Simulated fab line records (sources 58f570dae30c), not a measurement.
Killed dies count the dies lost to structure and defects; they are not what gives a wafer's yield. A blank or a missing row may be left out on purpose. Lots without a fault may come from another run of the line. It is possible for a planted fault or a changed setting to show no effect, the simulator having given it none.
Which tool did it? / flow berkeley cmos170 / 33 wafers from 11 lots sampled at 6 of the route's 331 steps

WHAT EACH GAUGE READ, for each wafer
UCB170_CONTACT_CD_MEAS_90 targets a cd of 700 nm. Usual: 700.6 nm for cd nm, sd 1.8.
lot=L647; measured=day 8 02:05; on=cd sem-02; cd nm (nm)=701.1 701.6 700.9; flag=
lot=L649; measured=day 8 11:38; on=cd sem-01; cd nm (nm)=697.9 699.9 698.8; flag=
lot=L648; measured=day 8 12:23; on=cd sem-01; cd nm (nm)=699.7 700.8 701.9; flag=
lot=L650; measured=day 9 00:35; on=cd sem-01; cd nm (nm)=699.6 700.7 700.1; flag=
lot=L653; measured=day 9 14:07; on=cd sem-02; cd nm (nm)=702.7 702.6 702.7; flag=
lot=L656; measured=day 10 02:31; on=cd sem-01; cd nm (nm)=700.0 702.3 701.0; flag=
lot=L661; measured=day 11 08:55; on=cd sem-01; cd nm (nm)=702.1 702.3 703.5; flag=
lot=L662; measured=day 11 12:12; on=cd sem-02; cd nm (nm)=700.2 700.4 697.4; flag=
lot=L667; measured=day 11 23:21; on=cd sem-01; cd nm (nm)=701.1 702.6 700.4; flag=
lot=L666; measured=day 11 23:37; on=cd sem-02; cd nm (nm)=703.2 703.4 703.2; flag=
lot=L669; measured=day 12 14:35; on=cd sem-01; cd nm (nm)=699.0 698.1 700.3; flag=

UCB170_M1_CD_MEAS_09 targets a cd of 700 nm. Usual: 699.6 nm for cd nm, sd 1.3.
lot=L647; measured=day 8 05:18; on=cd sem-01; cd nm (nm)=700.3 700.5 699.4; flag=
lot=L649; measured=day 8 13:25; on=cd sem-01; cd nm (nm)=699.3 699.1 699.6; flag=
lot=L648; measured=day 8 14:10; on=cd sem-02; cd nm (nm)=700.6 700.1 700.7; flag=
lot=L650; measured=day 9 02:14; on=cd sem-02; cd nm (nm)=697.8 696.9 697.0; flag=
lot=L653; measured=day 9 16:27; on=cd sem-01; cd nm (nm)=699.3 698.9 698.9; flag=
lot=L656; measured=day 10 04:05; on=cd sem-01; cd nm (nm)=699.8 699.8 699.8; flag=
lot=L661; measured=day 11 13:01; on=cd sem-01; cd nm (nm)=702.3 700.9 702.8; flag=
lot=L662; measured=day 11 14:13; on=cd sem-01; cd nm (nm)=701.3 699.3 699.8; flag=
lot=L667; measured=day 12 00:44; on=cd sem-01; cd nm (nm)=697.6 697.7 699.4; flag=
lot=L666; measured=day 12 01:08; on=cd sem-02; cd nm (nm)=697.8 699.0 698.4; flag=
lot=L669; measured=day 12 16:35; on=cd sem-02; cd nm (nm)=700.3 700.4 700.6; flag=

UCB170_V2_BOW_MEAS_03. Usual: V2_BOW typically reads 36 um, with standard deviation 6.8.
lot=L647; measured=day 8 14:14; on=film metro-03; V2_BOW (um)=44 31 38; flag=
lot=L649; measured=day 8 22:34; on=film metro-04; V2_BOW (um)=38 44 45; flag=
lot=L648; measured=day 8 23:12; on=film metro-04; V2_BOW (um)=49 33 31; flag=
lot=L650; measured=day 9 11:15; on=film metro-04; V2_BOW (um)=39 44 41; flag=
lot=L653; measured=day 10 02:05; on=film metro-03; V2_BOW (um)=32 32 41 - - -; flag=
lot=L656; measured=day 10 13:25; on=film metro-02; V2_BOW (um)=42 39 37 - - -; flag=
lot=L661; measured=day 11 23:05; on=film metro-04; V2_BOW (um)=31 32 32; flag=
lot=L662; measured=day 11 23:47; on=film metro-04; V2_BOW (um)=35 31 39; flag=
lot=L667; measured=day 12 11:00; on=film metro-04; V2_BOW (um)=40 49 37; flag=
lot=L666; measured=day 12 11:55; on=film metro-03; V2_BOW (um)=29 21 27; flag=
lot=L669; measured=day 13 00:37; on=film metro-02; V2_BOW (um)=39 41 20; flag=

UCB170_V2_THK_MEAS_04. Usual: V2_POLISHED_THK typically reads 1000.3 nm, with standard deviation 1.3.
lot=L647; measured=day 8 14:21; on=film metro-03; V2_POLISHED_THK (nm)=1002.0 1001.3 1003.1; flag=
lot=L649; measured=day 8 22:41; on=film metro-04; V2_POLISHED_THK (nm)=998.1 1002.1 998.1; flag=
lot=L648; measured=day 8 23:19; on=film metro-04; V2_POLISHED_THK (nm)=1001.0 999.6 1002.8; flag=
lot=L650; measured=day 9 11:22; on=film metro-04; V2_POLISHED_THK (nm)=1001.7 1001.3 1000.9; flag=
lot=L653; measured=day 10 06:17; on=film metro-03; V2_POLISHED_THK (nm)=924.1 926.1 926.1 924.6 925.0 925.1; flag=OFF
lot=L661; measured=day 11 23:12; on=film metro-04; V2_POLISHED_THK (nm)=1001.8 1002.2 1001.1; flag=
lot=L662; measured=day 11 23:53; on=film metro-04; V2_POLISHED_THK (nm)=1000.4 1002.1 1001.7; flag=
lot=L667; measured=day 12 11:07; on=film metro-04; V2_POLISHED_THK (nm)=998.9 1000.5 999.7; flag=
lot=L666; measured=day 12 12:02; on=film metro-03; V2_POLISHED_THK (nm)=1001.6 1000.7 998.2; flag=
lot=L669; measured=day 13 00:44; on=film metro-02; V2_POLISHED_THK (nm)=1001.6 1000.2 999.7; flag=

UCB170_V2_CD_MEAS_90 targets a cd of 700 nm. Usual: 700.0 nm for cd nm, sd 1.5.
lot=L647; measured=day 8 16:02; on=cd sem-02; cd nm (nm)=700.0 698.1 697.4; flag=
lot=L649; measured=day 9 00:46; on=cd sem-02; cd nm (nm)=698.4 699.3 698.2; flag=
lot=L648; measured=day 9 00:54; on=cd sem-01; cd nm (nm)=699.3 699.9 699.9; flag=
lot=L650; measured=day 9 12:54; on=cd sem-01; cd nm (nm)=698.1 697.6 699.3; flag=
lot=L661; measured=day 12 00:44; on=cd sem-02; cd nm (nm)=700.3 699.0 699.1; flag=
lot=L662; measured=day 12 01:26; on=cd sem-01; cd nm (nm)=701.8 702.9 703.3; flag=
lot=L667; measured=day 12 12:44; on=cd sem-01; cd nm (nm)=701.6 701.6 700.3; flag=
lot=L666; measured=day 12 13:42; on=cd sem-01; cd nm (nm)=700.0 700.7 699.2; flag=
lot=L669; measured=day 13 02:15; on=cd sem-01; cd nm (nm)=699.1 697.6 698.2; flag=

WHICH TOOL RAN EACH LOT (tool, then ch and the chambers of the sampled wafers, then the start)
lot=L647; UCB170_V2_CMP_02=cmp-02 ch 0,1,2, day 8 13:56
lot=L649; UCB170_V2_CMP_02=cmp-01 ch 1,3, day 8 22:16
lot=L648; UCB170_V2_CMP_02=cmp-02 ch 1,2,3, day 8 22:53
lot=L650; UCB170_V2_CMP_02=cmp-02 ch 0,2, day 9 10:59
lot=L653; UCB170_V2_CMP_02=cmp-01 ch 2,3, day 10 01:47
lot=L656; UCB170_V2_CMP_02=cmp-01 ch 2,3, day 10 13:09
lot=L661; UCB170_V2_CMP_02=cmp-02 ch 0,2,3, day 11 22:53
lot=L662; UCB170_V2_CMP_02=cmp-02 ch 1,2,3, day 11 23:31
lot=L667; UCB170_V2_CMP_02=cmp-02 ch 1,3, day 12 10:42
lot=L666; UCB170_V2_CMP_02=cmp-02 ch 0,1,3, day 12 11:37
lot=L669; UCB170_V2_CMP_02=cmp-02 ch 1,2,3, day 13 00:25
- UCB170_V2_CMP_02: polishes SiO2.

WHAT THE TOOLS THEMSELVES READ (means of the sampled wafers that have a number; where no wafer has one, the mark that the record gives instead)
UCB170_V2_CMP_02. Usual: motor current A 16.5 A, standard deviation 1.5; platen rpm 60.00 rpm, standard deviation 0.038.
lot=L647; tool=cmp-02; motor current A (A)=16.7; platen rpm (rpm)=60.00; flag=
lot=L649; tool=cmp-01; motor current A (A)=16.7; platen rpm (rpm)=60.03; flag=
lot=L648; tool=cmp-02; motor current A (A)=16.5; platen rpm (rpm)=60.01; flag=
lot=L650; tool=cmp-02; motor current A (A)=16.8; platen rpm (rpm)=59.99; flag=
lot=L653; tool=cmp-01; motor current A (A)=18.6; platen rpm (rpm)=60.02; flag=
lot=L656; tool=cmp-01; motor current A (A)=16.6; platen rpm (rpm)=59.98; flag=
lot=L661; tool=cmp-02; motor current A (A)=16.4; platen rpm (rpm)=60.05; flag=
lot=L662; tool=cmp-02; motor current A (A)=16.1; platen rpm (rpm)=60.00; flag=
lot=L667; tool=cmp-02; motor current A (A)=15.5; platen rpm (rpm)=59.96; flag=
lot=L666; tool=cmp-02; motor current A (A)=15.2; platen rpm (rpm)=60.02; flag=
lot=L669; tool=cmp-02; motor current A (A)=16.1; platen rpm (rpm)=60.00; flag=

THE ANSWER, worked out from the rows above alone
Rule: take the mean of a lot's wafers that have a number; if it is more than 3 standard deviations from the usual mean, the lot is off. A lot without any number at a reading at which 4 lots or more have one is off too. Any other lot the step has rows for is counted as sound. After the gauges, taken in route order, come the tools' own readings; for these a lot's mean is taken, as printed above. The first step at which some lot is off is used, and at that step the reading that is off furthest; a lot without a number counts as furthest.
Off: L653, at UCB170_V2_THK_MEAS_04 (V2_POLISHED_THK). Neither off nor sound, because the step has no rows for them: L656.
If a tool, at a process step before that reading, ran all the lots that are off and no sound lot after the first of them, it fits. Those tools and the gauges at UCB170_V2_THK_MEAS_04 are tried in the same way. One fits: UCB170_V2_CMP_02 on cmp-01. Its last sound lot is L649 (day 8 22:16), its first lot that is off L653 (day 10 01:47): a fault that began between those two fits.

WHAT HAD BEEN PUT IN BY THE SIMULATOR
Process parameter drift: cmp-01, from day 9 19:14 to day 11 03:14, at UCB170_V2_CMP_02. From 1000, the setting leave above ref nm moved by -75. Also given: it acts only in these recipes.
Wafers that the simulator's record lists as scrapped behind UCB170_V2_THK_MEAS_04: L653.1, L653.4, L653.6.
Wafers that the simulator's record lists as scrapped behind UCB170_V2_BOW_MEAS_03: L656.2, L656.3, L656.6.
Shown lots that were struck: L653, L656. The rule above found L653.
